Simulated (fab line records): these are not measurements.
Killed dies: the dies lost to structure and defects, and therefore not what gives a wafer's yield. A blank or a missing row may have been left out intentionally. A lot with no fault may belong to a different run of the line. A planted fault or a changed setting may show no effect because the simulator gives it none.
What tool caused it? :: flow rit cmos :: 13 lots, 39 wafers sampled, at 3 steps of a route of 202

WHAT THE GAUGES SHOWED, per wafer
RIT_PWELL_OVL_MEAS_06. Usual: PWELL_OVL gives -0.1 nm (standard deviation 1.3).
lot: L952
measured: day 2 11:23
on: overlay-02
PWELL_OVL (nm): -0.7 0.8 -1.5
flag: 

lot: L953
measured: day 2 16:01
on: overlay-01
PWELL_OVL (nm): 0.7 2.1 1.8
flag: 

lot: L954
measured: day 2 19:41
on: overlay-01
PWELL_OVL (nm): 0.0 -1.0 -2.1
flag: 

lot: L956
measured: day 3 05:34
on: overlay-02
PWELL_OVL (nm): 0.0 1.2 0.3
flag: 

lot: L957
measured: day 3 11:53
on: overlay-01
PWELL_OVL (nm): -0.5 -1.5 -1.4
flag: 

lot: L958
measured: day 3 14:56
on: overlay-01
PWELL_OVL (nm): -1.1 -0.4 1.6
flag: 

lot: L959
measured: day 3 23:34
on: overlay-01
PWELL_OVL (nm): -0.5 -1.5 0.3
flag: 

lot: L961
measured: day 4 10:51
on: overlay-02
PWELL_OVL (nm): - - -
flag: OFF

lot: L962
measured: day 4 15:33
on: overlay-02
PWELL_OVL (nm): 2.1 -0.3 1.9
flag: 

lot: L965
measured: day 5 04:41
on: overlay-01
PWELL_OVL (nm): -1.0 1.3 -1.6
flag: 

lot: L970
measured: day 6 02:40
on: overlay-01
PWELL_OVL (nm): 0.3 -0.6 -1.2
flag: 

lot: L971
measured: day 6 07:29
on: overlay-01
PWELL_OVL (nm): -1.1 -1.6 -2.8
flag: 

lot: L972
measured: day 6 14:41
on: overlay-01
PWELL_OVL (nm): -1.5 0.2 0.0
flag: 

RIT_PWELL_TW_MEAS_10. Usual: PWELL_TW gives 955 (standard deviation 11).
lot: L952
measured: day 2 12:01
on: film metro-02
PWELL_TW: 937 938 935
flag: 

lot: L953
measured: day 2 16:38
on: film metro-02
PWELL_TW: 946 941 941
flag: 

lot: L954
measured: day 2 20:18
on: film metro-01
PWELL_TW: 960 966 961
flag: 

lot: L956
measured: day 3 06:10
on: film metro-01
PWELL_TW: 968 970 966
flag: 

lot: L957
measured: day 3 12:31
on: film metro-01
PWELL_TW: 961 969 965
flag: 

lot: L958
measured: day 3 15:40
on: film metro-02
PWELL_TW: 934 937 937
flag: 

lot: L959
measured: day 4 00:20
on: film metro-01
PWELL_TW: 962 963 961
flag: 

lot: L961
measured: day 4 11:28
on: film metro-01
PWELL_TW: 30 30 30
flag: OFF

lot: L962
measured: day 4 16:10
on: film metro-01
PWELL_TW: 962 960 957
flag: 

lot: L965
measured: day 5 05:18
on: film metro-01
PWELL_TW: 964 966 965
flag: 

lot: L970
measured: day 6 03:17
on: film metro-01
PWELL_TW: 961 961 961
flag: 

lot: L971
measured: day 6 08:06
on: film metro-01
PWELL_TW: 951 951 953
flag: 

lot: L972
measured: day 6 15:29
on: film metro-01
PWELL_TW: 954 957 955
flag: 

WHAT TOOL EACH LOT RAN ON (gives the tool, then ch and the chambers of the sampled wafers, and finally the start)
lot: L952
RIT_PWELL_EXPOSE_03: iline stepper-02 ch 0, day 2 10:58

lot: L953
RIT_PWELL_EXPOSE_03: iline stepper-01 ch 0, day 2 15:38

lot: L954
RIT_PWELL_EXPOSE_03: iline stepper-02 ch 0, day 2 19:16

lot: L956
RIT_PWELL_EXPOSE_03: iline stepper-01 ch 0, day 3 05:08

lot: L957
RIT_PWELL_EXPOSE_03: iline stepper-02 ch 0, day 3 11:30

lot: L958
RIT_PWELL_EXPOSE_03: iline stepper-01 ch 0, day 3 14:26

lot: L959
RIT_PWELL_EXPOSE_03: iline stepper-01 ch 0, day 3 23:07

lot: L961
RIT_PWELL_EXPOSE_03: iline stepper-01 ch 0, day 4 10:27

lot: L962
RIT_PWELL_EXPOSE_03: iline stepper-02 ch 0, day 4 15:07

lot: L965
RIT_PWELL_EXPOSE_03: iline stepper-02 ch 0, day 5 04:16

lot: L970
RIT_PWELL_EXPOSE_03: iline stepper-01 ch 0, day 6 02:16

lot: L971
RIT_PWELL_EXPOSE_03: iline stepper-01 ch 0, day 6 07:04

lot: L972
RIT_PWELL_EXPOSE_03: iline stepper-01 ch 0, day 6 14:16
- RIT_PWELL_EXPOSE_03: exposes mask M3, target cd 43700 nm.

AS READ BY THE TOOLS THEMSELVES (means over the sampled wafers that have a number; for cases with no such wafer, the mark the record gives instead)
The record holds no such reading with a usual standard deviation.

THE ANSWER, worked out from the rows above alone
Rule: take the mean of a lot's wafers that have a number; if it is more than 3 standard deviations from the usual mean, the lot is off. A lot without any number at a reading at which 4 lots or more have one is off too. All remaining lots with rows at the step are treated as sound. The gauges are gone through in route order, then the tools' own readings, and for those a lot's mean is taken as printed above. At the first step where some lot is off, the reading lying furthest off is the one used; lots without a number count as furthest.
Off: L961, seen at RIT_PWELL_OVL_MEAS_06 (PWELL_OVL). Without a number there: L961.
A tool fits if, at a process step before that reading, it ran every lot that is off, and no sound lot after the first of them. The gauges at RIT_PWELL_OVL_MEAS_06 aren't tried: what is off there is off at RIT_PWELL_TW_MEAS_10 too, on other tools, and a gauge's error can't cause that. Not one of the candidates tried fits.

WHAT THE SIMULATOR HAD INSERTED
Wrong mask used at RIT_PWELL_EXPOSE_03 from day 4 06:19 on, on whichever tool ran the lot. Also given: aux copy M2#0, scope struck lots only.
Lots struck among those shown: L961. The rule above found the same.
